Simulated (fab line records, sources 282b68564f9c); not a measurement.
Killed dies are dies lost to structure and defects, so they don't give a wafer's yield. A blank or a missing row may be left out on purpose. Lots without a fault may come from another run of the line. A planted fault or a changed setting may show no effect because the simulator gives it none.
fab line records | flow rit_cmos
record lots=6 wafers=18 last_day=8
route steps=202 shown REOX@99 NLDD@103 PLDD@114 SPACER@125 NSD@131 M1@202
lots that met no fault: from a run of the same line without faults
start_h: hours from the record's first day to the start of the lot's first wafer shown | wait_h: hours since the lot's step before | " the same as in the row above | L1.1+2: a row that stands for several wafers | - no value, or no start given | * or withheld: withheld | < > ~ a bound
route shown NAME@n: a module of which the file shows steps, and the number in the route of the first | usual: mean/standard deviation of fault-free wafers | same: alike in all rows | chamber/n: place in a boat | sites: the reading at each site | _std_site: their standard deviation | _edge_site: outer sites' mean less inner sites' | radius_mm: how far each site lies from the wafer's centre | mask NAME#n: copy n | behind: the tool/chamber that last shaped the wafer | hold: why the lot was held/for how many hours/how that ended | device: the transistor (n, p or np) that didn't switch | end of line: the same wafers' tests at the end of the route | a step without rows: its recipe alone | killed: dies lost to structure and defects at the first sort, not the wafer's yield | map: a wafer's dies, x killed, . not, _ none there
set.NAME: the setting as run; set.NAME@STEP: as run at that earlier step | model.NAME: the simulator's own value behind a step, which no gauge read
lots at some steps of the route; a table a step, a row a wafer
services: from which hour (start_h, from the record's first day; less than 0 if before it) a tool's chamber was out of use, for how many hours, and why
## steps
# step RIT_REOX_CLEAN_01
# recipe chemistry=dHF dilution=50:1 time_s=30
# step RIT_REOX_CLEAN_02
# recipe chemistry=SC2 mix=3:3:50 time_s=600 temp_c=75 dry=n2_spin
# step RIT_REOX_OXIDATION_03
# recipe temp_c=900 ambient=O2 target_thk_a=252 ox_time_s=5580
# step RIT_REOX_THK_MEAS_04
# recipe reads=SiO2_of_REOX_OXIDATION_03
# usual REOX_OXIDE_THK=25.2/0.42
# columns lot.wafer tool chamber start_h wait_h REOX_OXIDE_THK[nm]
L629.2 film_metro-02 - 44.65 0.0 25.1
L629.5 " - " " 25.2
L629.6 " - " " 24.8
L638.1 film_metro-03 - 92.24 0.0 24.7
L638.2 " - " " 24.6
L638.5 " - " " 24.2
L639.1 film_metro-04 - 96.98 0.0 25.3
L639.2 " - " " 25.7
L639.4 " - " " 26.4
L646.1 film_metro-04 - 138.77 0.0 25.5
L646.3 " - " " 25.8
L646.6 " - " " 25.2
L649.1 film_metro-03 - 154.08 0.0 25.2
L649.2 " - " " 25.5
L649.6 " - " " 24.9
L651.3 film_metro-02 - 174.29 0.0 25.3
L651.4 " - " " 25.2
L651.5 " - " " 25.0
# step RIT_NLDD_HMDS_00
# recipe prime_time_s=60 prime_temp_c=140
# step RIT_NLDD_COAT_01
# recipe resist=NOVOLAK spin_rpm=3250 resist_thk_nm=1000
# step RIT_NLDD_SOFTBAKE_02
# recipe resist=NOVOLAK temp_c=90 time_s=60
# step RIT_NLDD_EXPOSE_03
# recipe mask_id=M7 na=0.57 target_cd_nm=40700 dose_mj=250
# step RIT_NLDD_PEB_04
# recipe resist=NOVOLAK temp_c=withheld time_s=withheld
# step RIT_NLDD_DEVELOP_05
# recipe resist=NOVOLAK develop_time_s=50 dev_temp_c=23
# step RIT_NLDD_OVL_MEAS_06
# usual NLDD_OVL=-0.4/1.3
# columns lot.wafer tool chamber start_h wait_h NLDD_OVL[nm]
L629.2 overlay-01 - 45.68 - 2.7
L629.5 " - " " 1.4
L629.6 " - " " 0.4
L638.1 overlay-02 - 93.28 - 1.5
L638.2 " - " " -0.1
L638.5 " - " " 1.1
L639.1 overlay-02 - 97.89 - -2.3
L639.2 " - " " 0.3
L639.4 " - " " -2.8
L646.1 overlay-01 - 139.68 - 1.1
L646.3 " - " " 1.5
L646.6 " - " " 2.4
L649.1 overlay-02 - 155.27 - 0.7
L649.2 " - " " 0.8
L649.6 " - " " -0.5
L651.3 overlay-01 - 175.36 - -2.1
L651.4 " - " " -1.6
L651.5 " - " " -1.6
# step RIT_NLDD_HARDBAKE_07
# recipe resist=NOVOLAK temp_c=140 time_s=60
# step RIT_NLDD_IMPLANT_08
# recipe species=P energy_kev=20 dose_cm2=5e+14 tilt_deg=7
# usual beam_energy_keV=20.001/0.0055 tilt_deg=7.000/0.018
# columns lot.wafer tool chamber start_h wait_h beam_energy_keV tilt_deg model.implant.rp_nm model.implant.drp_nm
L629.2 implanter-04 0 45.88 0.1 20.009 6.989 27.98 12.97
L629.5 " 0 " " 19.999 6.996 27.98 12.97
L629.6 " 0 " " 20.008 7.004 27.98 12.97
L638.1 implanter-02 0 93.46 0.1 20.008 7.022 28.09 12.97
L638.2 " 0 " " 20.002 7.013 28.09 12.97
L638.5 " 0 " " 20.003 7.012 28.09 12.97
L639.1 implanter-01 0 98.07 0.1 20.000 6.973 27.69 12.97
L639.2 " 0 " " 19.995 7.008 27.69 12.97
L639.4 " 0 " " 20.000 7.017 27.69 12.97
L646.1 implanter-02 0 139.87 0.1 16.401 6.984 24.04 11.51
L646.3 " 0 " " 16.399 7.001 24.04 11.51
L646.6 " 0 " " 16.401 6.996 24.04 11.51
L649.1 implanter-02 0 155.46 0.1 16.394 6.993 23.92 11.51
L649.2 " 0 " " 16.404 7.003 23.92 11.51
L649.6 " 0 " " 16.409 6.963 23.92 11.51
L651.3 implanter-01 0 175.58 0.1 20.000 6.985 28.33 12.97
L651.4 " 0 " " 19.997 6.981 28.33 12.97
L651.5 " 0 " " 20.000 6.980 28.33 12.97
# step RIT_NLDD_STRIP_09
# recipe chemistry=O2 time_s=180 resist=NOVOLAK platen_temp_c=withheld power_w=500 pressure_mtorr=4000 o2_flow_sccm=4000
# usual drypump_motor_current_A=5.7/0.49
# columns lot.wafer tool chamber start_h wait_h drypump_motor_current_A rf_hours_counter_h
L629.2 plasma_asher-03 0 46.01 0.1 5.7 25
L629.5 " 0 " " 5.7 -
L629.6 " 1 " " 5.2 -
L638.1 plasma_asher-03 0 93.61 0.1 5.8 30
L638.2 " 1 " " 5.3 30
L638.5 " 0 " " 5.8 -
L639.1 plasma_asher-02 0 98.22 0.1 6.5 48
L639.2 " 1 " " 5.9 48
L639.4 " 0 " " 6.4 -
L646.1 plasma_asher-02 1 140.02 0.1 5.9 2
L646.3 " 0 " " 6.5 -
L646.6 " 1 " " 5.9 -
L649.1 plasma_asher-01 0 155.61 0.1 5.3 43
L649.2 " 1 " " 4.9 43
L649.6 " 0 " " 5.3 -
L651.3 plasma_asher-03 1 175.74 0.1 5.3 -
L651.4 " 0 " " 5.7 -
L651.5 " 0 " " 5.8 -
# step RIT_NLDD_TW_MEAS_10
# usual NLDD_TW=2506/26
# columns lot.wafer tool chamber start_h wait_h NLDD_TW
L629.2 film_metro-01 - 46.19 0.1 2469
L629.5 " - " " 2459
L629.6 " - " " 2483
L638.1 film_metro-04 - 93.79 0.1 2473
L638.2 " - " " 2488
L638.5 " - " " 2485
L639.1 film_metro-01 - 98.40 0.1 2487
L639.2 " - " " 2478
L639.4 " - " " 2491
L646.1 film_metro-01 - 140.19 0.1 2336
L646.3 " - " " 2345
L646.6 " - " " 2351
L649.1 film_metro-03 - 155.78 0.1 2394
L649.2 " - " " 2395
L649.6 " - " " 2392
L651.3 film_metro-04 - 175.88 0.1 2489
L651.4 " - " " 2488
L651.5 " - " " 2490
# step RIT_PLDD_HMDS_00
# recipe prime_time_s=60 prime_temp_c=140
# step RIT_PLDD_COAT_01
# recipe resist=NOVOLAK spin_rpm=3250 resist_thk_nm=1000
# step RIT_PLDD_SOFTBAKE_02
# recipe resist=NOVOLAK temp_c=90 time_s=60
# step RIT_PLDD_EXPOSE_03
# recipe mask_id=M8 na=0.57 target_cd_nm=40900 dose_mj=250
# step RIT_PLDD_PEB_04
# recipe resist=NOVOLAK temp_c=withheld time_s=withheld
# step RIT_PLDD_DEVELOP_05
# recipe resist=NOVOLAK develop_time_s=50 dev_temp_c=23
# step RIT_PLDD_OVL_MEAS_06
# usual PLDD_OVL=0.5/1.4
# columns lot.wafer tool chamber start_h wait_h PLDD_OVL[nm]
L629.2 overlay-02 - 47.10 - 1.4
L629.5 " - " " 1.2
L629.6 " - " " 2.0
L638.1 overlay-02 - 94.70 - 0.1
L638.2 " - " " -0.4
L638.5 " - " " 0.3
L639.1 overlay-02 - 99.31 - 2.5
L639.2 " - " " 1.9
L639.4 " - " " 0.9
L646.1 overlay-01 - 141.10 - 1.4
L646.3 " - " " 1.6
L646.6 " - " " 1.2
L649.1 overlay-02 - 156.89 - -0.1
L649.2 " - " " -1.0
L649.6 " - " " -2.2
L651.3 overlay-02 - 177.04 - -2.2
L651.4 " - " " -0.9
L651.5 " - " " -2.3
# step RIT_PLDD_HARDBAKE_07
# recipe resist=NOVOLAK temp_c=140 time_s=60
# step RIT_PLDD_IMPLANT_08
# recipe species=BF2 energy_kev=20 dose_cm2=9e+14 tilt_deg=7
# step RIT_PLDD_STRIP_09
# recipe chemistry=O2 time_s=180 resist=NOVOLAK platen_temp_c=withheld power_w=500 pressure_mtorr=4000 o2_flow_sccm=4000
# usual drypump_motor_current_A=5.4/0.33
# columns lot.wafer tool chamber start_h wait_h drypump_motor_current_A rf_hours_counter_h
L629.2 plasma_asher-04 0 47.43 0.1 5.3 43
L629.5 " 0 " " 5.3 -
L629.6 " 1 " " 5.9 -
L638.1 plasma_asher-01 1 95.03 0.1 4.9 37
L638.2 " 0 " " 5.3 37
L638.5 " 0 " " 5.3 -
L639.1 plasma_asher-01 0 99.64 0.1 5.3 38
L639.2 " 1 " " 4.9 38
L639.4 " 1 " " 4.9 -
L646.1 plasma_asher-04 0 141.44 0.1 5.3 53
L646.3 " 1 " " 5.9 -
L646.6 " 0 " " 5.3 -
L649.1 plasma_asher-04 0 157.23 0.1 5.3 55
L649.2 " 1 " " 5.9 55
L649.6 " 1 " " 5.9 -
L651.3 plasma_asher-01 0 177.42 0.1 5.3 -
L651.4 " 1 " " 4.9 -
L651.5 " 0 " " 5.4 -
# step RIT_PLDD_TW_MEAS_10
# usual PLDD_TW=2356/25
# columns lot.wafer tool chamber start_h wait_h PLDD_TW
L629.2 film_metro-04 - 47.61 0.1 2349
L629.5 " - " " 2359
L629.6 " - " " 2357
L638.1 film_metro-01 - 95.21 0.1 2337
L638.2 " - " " 2344
L638.5 " - " " 2334
L639.1 film_metro-03 - 99.82 0.1 2384
L639.2 " - " " 2387
L639.4 " - " " 2390
L646.1 film_metro-03 - 141.62 0.1 2387
L646.3 " - " " 2392
L646.6 " - " " 2401
L649.1 film_metro-01 - 157.42 0.1 2332
L649.2 " - " " 2342
L649.6 " - " " 2356
L651.3 film_metro-01 - 177.56 0.1 2343
L651.4 " - " " 2329
L651.5 " - " " 2338
# step RIT_SPACER_CLEAN_00
# recipe chemistry=SC1 mix=3:3:50 time_s=600 temp_c=75
# step RIT_SPACER_CLEAN_01
# recipe chemistry=dHF dilution=50:1 time_s=30
# step RIT_SPACER_CLEAN_02
# recipe chemistry=SC2 mix=3:3:50 time_s=600 temp_c=75 dry=n2_spin
# step RIT_SPACER_CVD_03
# recipe material=Si3N4 target_thk_nm=250 temp_c=810 precursor=SiH2Cl2/NH3 time_s=3300 pressure_mtorr=300 sih2cl2_flow_sccm=60 nh3_flow_sccm=150
# step RIT_SPACER_THK_MEAS_04
# recipe reads=Si3N4_of_SPACER_CVD_03
# usual SPACER_NITRIDE_THK=251.1/2.3
# columns lot.wafer tool chamber start_h wait_h SPACER_NITRIDE_THK[nm]
L629.2 film_metro-01 - 50.45 0.0 248.3
L629.5 " - " " 246.2
L629.6 " - " " 250.2
L638.1 film_metro-03 - 97.55 0.0 251.1
L638.2 " - " " 251.1
L638.5 " - " " 248.7
L639.1 film_metro-02 - 103.12 0.0 247.3
L639.2 " - " " 246.8
L639.4 " - " " 249.0
L646.1 film_metro-02 - 144.10 0.0 251.2
L646.3 " - " " 251.3
L646.6 " - " " 250.0
L649.1 film_metro-02 - 161.68 0.0 252.1
L649.2 " - " " 254.9
L649.6 " - " " 252.7
L651.3 film_metro-01 - 179.90 0.0 250.1
L651.4 " - " " 250.8
L651.5 " - " " 250.8
# step RIT_SPACER_ETCHBACK_05
# recipe target_depth_a=2500 SF6_flow_sccm=30 CHF3_flow_sccm=30 target=Si3N4 chemistry=SF6/CHF3 pressure_mtorr=40 rf_w=250 time_s=240 stop_on=SiO2
# usual drypump_motor_current_A=5.6/0.42 oes_product_au=0.850/0.017 rf_fwd_power_W=249.4/0.71 throttle_valve_pct=10.28/0.16
# columns lot.wafer tool chamber start_h wait_h drypump_motor_current_A oes_product_au rf_fwd_power_W rf_hours_counter_h throttle_valve_pct
L629.2 rie_diel-02 3 50.50 0.0 5.6 0.843 249.7 42 10.58
L629.5 " 1 " " 6.1 0.839 249.4 - 10.33
L629.6 " 2 " " 5.5 0.852 250.6 - 10.27
L638.1 rie_diel-03 3 97.61 0.1 5.6 0.878 249.9 1 10.00
L638.2 " 1 " " 6.2 0.851 249.3 20 10.31
L638.5 " 3 " " 5.7 0.867 249.0 - 10.00
L639.1 rie_diel-02 0 103.18 0.1 5.0 0.862 249.2 148 10.19
L639.2 " 3 " " 5.6 0.839 248.2 43 10.59
L639.4 " 1 " " 6.1 0.845 248.6 80 10.33
L646.1 rie_diel-02 1 144.16 0.1 6.1 0.848 250.0 80 10.33
L646.3 " 0 " " 5.0 0.865 249.9 148 10.19
L646.6 " 3 " " 5.6 0.845 250.1 - 10.59
L649.1 rie_diel-02 2 161.74 0.1 5.5 0.861 249.2 7 10.28
L649.2 " 0 " " 5.0 0.882 249.9 149 10.20
L649.6 " 0 " " 5.0 0.880 249.4 - 10.20
L651.3 rie_diel-03 2 179.94 0.0 5.6 0.834 250.9 83 10.20
L651.4 " 0 " " 5.0 0.815 250.8 48 10.13
L651.5 " 0 " " 4.9 0.821 251.1 - 10.11
# step RIT_NSD_HMDS_00
# recipe prime_time_s=60 prime_temp_c=140
# step RIT_NSD_COAT_01
# recipe resist=NOVOLAK spin_rpm=3250 resist_thk_nm=1000
# step RIT_NSD_SOFTBAKE_02
# recipe resist=NOVOLAK temp_c=90 time_s=60
# step RIT_NSD_EXPOSE_03
# recipe mask_id=M9 na=0.57 target_cd_nm=40700 dose_mj=250
# step RIT_NSD_PEB_04
# recipe resist=NOVOLAK temp_c=withheld time_s=withheld
# step RIT_NSD_DEVELOP_05
# recipe resist=NOVOLAK develop_time_s=50 dev_temp_c=23
# step RIT_NSD_OVL_MEAS_06
# usual NSD_OVL=-0.4/1.6
# columns lot.wafer tool chamber start_h wait_h NSD_OVL[nm]
L629.2 overlay-01 - 51.51 - -0.9
L629.5 " - " " -1.0
L629.6 " - " " -1.1
L638.1 overlay-01 - 98.74 - 0.1
L638.2 " - " " -0.8
L638.5 " - " " 0.7
L639.1 overlay-01 - 104.18 - 0.9
L639.2 " - " " 0.7
L639.4 " - " " 0.7
L646.1 overlay-01 - 145.29 - 1.1
L646.3 " - " " -1.3
L646.6 " - " " -0.5
L649.1 overlay-01 - 162.94 - 0.4
L649.2 " - " " 0.2
L649.6 " - " " -0.3
L651.3 overlay-02 - 181.11 - -2.3
L651.4 " - " " -3.0
L651.5 " - " " -2.4
# step RIT_NSD_HARDBAKE_07
# recipe resist=NOVOLAK temp_c=140 time_s=60
# step RIT_NSD_IMPLANT_08
# recipe species=P energy_kev=25 dose_cm2=1e+15 tilt_deg=7
# step RIT_NSD_STRIP_09
# recipe chemistry=O2 time_s=180 resist=NOVOLAK platen_temp_c=withheld power_w=500 pressure_mtorr=4000 o2_flow_sccm=4000
# usual drypump_motor_current_A=5.5/0.5
# columns lot.wafer tool chamber start_h wait_h drypump_motor_current_A rf_hours_counter_h
L629.2 plasma_asher-04 0 51.84 0.1 5.3 44
L629.5 " 0 " " 5.3 -
L629.6 " 1 " " 5.9 -
L638.1 plasma_asher-04 0 99.07 0.1 5.3 50
L638.2 " 1 " " 5.9 50
L638.5 " 0 " " 5.3 -
L639.1 plasma_asher-04 0 104.52 0.1 5.3 50
L639.2 " 1 " " 5.9 50
L639.4 " 0 " " 5.3 -
L646.1 plasma_asher-01 1 145.62 0.1 4.9 42
L646.3 " 0 " " 5.3 -
L646.6 " 1 " " 4.9 -
L649.1 plasma_asher-02 0 163.45 0.1 6.5 4
L649.2 " 1 " " 5.9 4
L649.6 " 1 " " 5.9 -
L651.3 plasma_asher-02 0 181.49 0.1 6.5 -
L651.4 " 1 " " 5.9 -
L651.5 " 0 " " 6.5 -
# step RIT_SDANNEAL_RS_MEAS_07
# recipe thk_meas_gauge=four-point-probe
# usual NLDD_RS=151.6/0.52
# columns lot.wafer tool chamber start_h wait_h NLDD_RS[ohm/sq]
L629.2 film_metro-03 - 54.44 0.1 152.2
L629.5 " - " " 152.2
L629.6 " - " " 152.3
L638.1 film_metro-04 - 101.65 0.1 150.8
L638.2 " - " " 151.1
L638.5 " - " " 151.8
L639.1 film_metro-04 - 106.96 0.1 152.2
L639.2 " - " " 151.5
L639.4 " - " " 152.2
L646.1 film_metro-01 - 148.20 0.1 155.1
L646.3 " - " " 154.9
L646.6 " - " " 154.4
L649.1 film_metro-01 - 166.21 0.1 155.0
L649.2 " - " " 154.9
L649.6 " - " " 155.0
L651.3 film_metro-01 - 184.30 0.1 152.1
L651.4 " - " " 151.7
L651.5 " - " " 151.6
# step RIT_M1_PROBE_99
# usual killed_at_contacts=0.1/0.27 killed_at_front_end=7/3.1 killed_dies=7/3.2 killed_open=3.8/2.1 killed_short=3.6/2
# same gross_dies=264 killed_at_M0_to_M3=0 killed_at_M4_up=0 killed_at_back_side=0 killed_at_other=0
# columns lot.wafer tool chamber start_h wait_h killed_at_contacts killed_at_front_end killed_dies killed_open killed_short model.etest.nmos_0p15.r_on_ohm_um model.etest.nmos_0p3.r_on_ohm_um model.etest.nldd.rs_ohm_sq model.etest.nmos_turned.drive_ua_um model.etest.nmos_0p15.drive_ua_um model.etest.nldd.line_ohm_um model.etest.nmos_0p15.swing_mv_dec model.etest.retro_edge_nmos.off_log10_a_um
L629.2 prober-01 - 61.47 0.1 0 6 6 3 3 1148 2237 374.3 325.3 471.8 121.3 86.61 -9.672
L629.5 prober-01 - 61.62 0.2 1 10 11 6 5 1110 2177 376.8 329.8 475.7 118.4 86.96 -9.657
L629.6 prober-01 - 61.67 0.2 0 7 7 4 3 1129 2198 374.2 336.5 474.5 115.8 86.83 -9.7
L638.1 prober-02 - 108.65 0.1 0 9 9 3 6 1155 2194 366.9 324.5 457.1 116.1 85.72 -10.28
L638.2 prober-02 - 108.70 0.1 0 6 6 3 3 1095 2136 363.8 335.6 469.3 114.7 85.57 -10.05
L638.5 prober-02 - 108.85 0.2 0 11 11 4 7 1138 2176 359.3 334.8 461 113.8 85.83 -10.37
L639.1 prober-01 - 114.08 0.1 1 9 10 7 3 1200 2229 387.4 313.7 448.3 120.8 85.71 -10.31
L639.2 prober-01 - 114.13 0.1 0 5 5 4 1 1197 2230 396.1 306.8 446.1 125.1 85.87 -10.09
L639.4 prober-01 - 114.23 0.2 0 6 6 3 3 1166 2245 409.8 282.4 427.9 128.8 86.23 -10.53
L646.1 prober-01 - 155.08 0.1 0 10 10 4 6 1285 2340 506.6 240.9 413.2 158.3 85.18 -10.92
L646.3 prober-01 - 155.18 0.2 0 4 4 2 2 1362 2366 517.1 234.8 409.7 161.6 84.56 -10.65
L646.6 prober-01 - 155.33 0.2 0 8 8 2 6 1310 2355 494.9 254.1 419.9 154.2 85.54 -10.53
L649.1 prober-01 - 174.50 0.1 0 8 8 6 2 1280 2310 497.4 253.7 423.3 156.1 85.13 -10.41
L649.2 prober-01 - 174.55 0.1 0 8 8 5 3 1321 2352 505.2 246.8 426.4 160.3 85.25 -10.26
L649.6 prober-01 - 174.75 0.2 0 8 8 3 5 1312 2339 482.5 264.1 431.7 153.3 85.65 -10.29
L651.3 prober-02 - 192.60 0.2 0 4 4 4 0 1223 2272 375 304.7 438.5 117.2 86.25 -10.58
L651.4 prober-02 - 192.65 0.2 0 5 5 2 3 1195 2234 369.9 307.9 434.4 116.2 86.16 -10.71
L651.5 prober-02 - 192.70 0.2 0 7 7 5 2 1196 2267 368.9 311.7 439.3 115.5 86.56 -10.37
# killed by level:class
L629.2 GATE:geometric_particle:short=3 GATE:geometric_particle:open=1 REOX:geometric_particle:open=1 SPACER:geometric_particle:open=1
L629.5 GATE:geometric_particle:open=2 REOX:geometric_particle:open=2 FOX1:geometric_particle:short=1 FOX1:geometric_particle:open=1 FOX2:geometric_particle:short=1 GATE:geometric_particle:short=1 SPACER:geometric_particle:short=1 SILICIDE:geometric_particle:open=1
L629.6 GATE:geometric_particle:open=2 REOX:geometric_particle:short=2 FOX1:geometric_particle:open=1 FOX2:geometric_particle:open=1 SPACER:geometric_particle:short=1
L638.1 GATE:geometric_particle:short=2 GATE:geometric_particle:open=2 FOX2:geometric_particle:short=1 REOX:geometric_particle:short=1 SPACER:geometric_particle:short=1 SPACER:geometric_particle:open=1 SILICIDE:geometric_particle:short=1
L638.2 GATE:geometric_particle:open=2 SPACER:geometric_particle:short=2 SPACER:geometric_particle:open=1 SILICIDE:geometric_particle:short=1
L638.5 GATE:geometric_particle:short=3 SILICIDE:geometric_particle:short=3 FOX1:geometric_particle:short=1 FOX2:geometric_particle:open=1 GATE:geometric_particle:open=1 REOX:geometric_particle:open=1 SILICIDE:geometric_particle:open=1
L639.1 GATE:geometric_particle:open=2 SILICIDE:geometric_particle:open=2 FOX1:geometric_particle:short=1 FOX2:geometric_particle:open=1 GATE:geometric_particle:short=1 REOX:geometric_particle:open=1 SILICIDE:geometric_particle:short=1 CONTACT:geometric_particle:open=1
L639.2 FOX1:geometric_particle:open=2 FOX2:geometric_particle:open=1 GATE:geometric_particle:open=1 GATE:geometric_particle:short=1
L639.4 FOX2:geometric_particle:short=2 FOX2:geometric_particle:open=1 GATE:geometric_particle:open=1 GATE:geometric_particle:short=1 SPACER:geometric_particle:open=1
L646.1 GATE:geometric_particle:open=3 GATE:geometric_particle:short=2 SILICIDE:geometric_particle:short=2 FOX1:geometric_particle:short=1 REOX:geometric_particle:short=1 SILICIDE:geometric_particle:open=1
L646.3 SILICIDE:geometric_particle:short=2 FOX1:geometric_particle:open=1 SPACER:geometric_particle:open=1
L646.6 REOX:geometric_particle:short=3 GATE:geometric_particle:short=1 GATE:geometric_particle:open=1 REOX:geometric_particle:open=1 SPACER:geometric_particle:short=1 SILICIDE:geometric_particle:short=1
L649.1 FOX1:geometric_particle:open=3 GATE:geometric_particle:open=2 FOX1:geometric_particle:short=1 GATE:geometric_particle:short=1 SILICIDE:geometric_particle:open=1
L649.2 GATE:geometric_particle:open=3 REOX:geometric_particle:short=2 SILICIDE:geometric_particle:open=2 GATE:geometric_particle:short=1
L649.6 GATE:geometric_particle:open=2 SPACER:geometric_particle:short=2 FOX1:geometric_particle:short=1 FOX2:geometric_particle:short=1 SPACER:geometric_particle:open=1 SILICIDE:geometric_particle:short=1
L651.3 GATE:geometric_particle:open=3 SPACER:geometric_particle:open=1
L651.4 GATE:geometric_particle:short=2 FOX1:geometric_particle:short=1 GATE:geometric_particle:open=1 REOX:geometric_particle:open=1
L651.5 FOX1:geometric_particle:open=2 GATE:geometric_particle:open=2 FOX2:geometric_particle:short=1 FOX2:geometric_particle:open=1 GATE:geometric_particle:short=1
## services
# columns tool chamber start_h hours kind
plasma_asher-03 - 54.35 4.3 repair
plasma_asher-01 - 54.84 6.3 repair
rie_diel-02 - 65.82 14.6 pm
implanter-02 - 80.94 8.9 repair
implanter-01 - 88.52 3.7 pm
plasma_asher-02 - 108.75 9.0 pm
plasma_asher-02 0 108.75 9.0 vent_cycle
plasma_asher-02 1 108.75 9.0 vent_cycle
implanter-01 - 114.42 3.3 repair
plasma_asher-02 0 117.75 - clean
plasma_asher-02 1 117.75 - clean
rie_diel-03 0 120.68 3.1 repair
implanter-04 - 142.09 4.7 pm
implanter-01 - 146.74 3.3 pm
rie_diel-02 0 156.97 3.9 repair
rie_diel-02 0 163.51 - clean
rie_diel-02 0 163.51 22.0 scheduled_down
rie_diel-02 0 163.51 22.0 vent_cycle
rie_diel-02 2 170.87 18.4 repair
plasma_asher-02 - 180.85 0.5 repair
## key
first_sign step=RIT_NLDD_IMPLANT_08 reading=beam_energy_keV direction=down sigmas=99+ usual=20.001 struck=16.401
effect step=RIT_NLDD_TW_MEAS_10 reading=NLDD_TW direction=down sigmas=5.3 usual=2506 struck=2369
effect step=RIT_SDANNEAL_RS_MEAS_07 reading=NLDD_RS direction=up sigmas=6.4 usual=151.6 struck=154.9
model_effect step=RIT_NLDD_IMPLANT_08 value=implant.rp_nm without=27.42 struck=23.98
model_effect step=RIT_M1_PROBE_99 value=etest.nmos_0p15.r_on_ohm_um without=1171 struck=1312
met_at RIT_NLDD_IMPLANT_08
struck_wafers L646.1,L646.3,L646.6,L649.1,L649.2,L649.6
tester_left_out L646,L649
onset_between 93.46 139.87
fault kind=process_parameter_drift tool=implanter-02 chamber=- onset_h=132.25 steps=RIT_NLDD_IMPLANT_08 channel=energy_kev offset=-3.6 shape=step end_h=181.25 acts_in=these_recipes_only stated=20
# tester_left_out: of these lots the tester's yield and bins aren't shown, on N5 and GAA mostly nor the transistor test; their killed dies are dies lost to structure and defects alone, not to doping, threshold or leakage, so they don't give the yield
